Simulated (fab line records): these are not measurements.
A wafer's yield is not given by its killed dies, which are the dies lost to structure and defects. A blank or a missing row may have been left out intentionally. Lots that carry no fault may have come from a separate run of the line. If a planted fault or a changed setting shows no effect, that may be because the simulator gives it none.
Matching of chambers | flow berkeleyCmos170 | UCB170_V1_CMP_02 on cmp-02 has 4 sister chambers
The step polishes SiO2. 20 wafers are shown with their chamber, then 10 later ones without.

== WAFERS, EACH WITH ITS CHAMBER ==
wafer  | chamber | motorCurrentA (A) | retainingRingPressureFrac
L696.1 | 3       | 17.9              | 1.002
L696.2 | 2       | 16.1              | 0.998
L696.3 | 0       | 15.4              | 1.000
L701.3 | 0       | 15.2              | 1.000
L701.4 | 2       | 17.2              | 1.005
L701.6 | 3       | 18.1              | 0.995
L699.3 | 1       | 15.6              | 0.994
L699.5 | 2       | 16.0              | 1.008
L699.6 | 1       | 15.8              | 1.003
L703.2 | 3       | 18.2              | 0.993
L703.4 | 2       | 16.0              | 1.007
L703.5 | 1       | 15.1              | 0.993
L698.1 | 3       | 18.1              | 0.998
L698.3 | 1       | 15.7              | 0.996
L698.4 | 2       | 16.2              | 1.004
L702.1 | 1       | 16.1              | 0.993
L702.4 | 2       | 17.4              | 1.003
L702.6 | 2       | 16.0              | 1.006
L712.1 | 1       | 14.8              | 0.990
L712.2 | 0       | 15.7              | 1.005

SIGNATURES, as means of the wafers listed above
reading                   | chamber 0 | chamber 1 | chamber 2 | chamber 3 | scatter within a chamber
motorCurrentA             | 15.433    | 15.517    | 16.414    | 18.075    | 0.472
retainingRingPressureFrac | 1.00167   | 0.99483   | 1.00443   | 0.99700   | 0.00377
Rule: distance of a wafer from a chamber = root of the sum over the readings of ((wafer's reading minus chamber's mean) / reading's scatter) squared. If the next closest chamber is less than 2 further off than the closest, the wafer can't be placed; otherwise it belongs to the closest. The scatter: take each reading less its chamber's mean, square it, sum over the shown wafers, divide by the number of wafers less the number of chambers, and take the root.

== WAFERS WITH NO CHAMBER GIVEN ==
wafer  | motorCurrentA (A) | retainingRingPressureFrac
L712.4 | 16.4              | 0.998
L717.1 | 17.4              | 0.997
L717.3 | 15.3              | 0.998
L717.4 | 16.6              | 1.002
L714.2 | 15.4              | 0.998
L714.3 | 17.8              | 0.990
L714.6 | 15.2              | 0.999
L715.1 | 16.9              | 0.993
L715.4 | 14.9              | 0.997
L715.5 | 18.8              | 0.998

== WHICH CHAMBER EACH WENT THROUGH ==
wafer  | from the rows above               | in truth
L712.4 | can't be placed: 2 or 1 or 0 or 3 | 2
L717.1 | can't be placed: 3 or 2           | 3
L717.3 | can't be placed: 1 or 0 or 2      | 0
L717.4 | can't be placed: 2 or 0           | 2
L714.2 | can't be placed: 1 or 0 or 2      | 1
L714.3 | 3                                 | 3
L714.6 | can't be placed: 0 or 1           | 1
L715.1 | can't be placed: 3 or 1 or 2 or 0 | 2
L715.4 | can't be placed: 1 or 0           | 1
L715.5 | 3                                 | 3
Correct placement for 2 of the 10. Cannot be placed on the basis of these rows: 8; the candidates contain the true chamber in 8. Wrongly placed: 0.
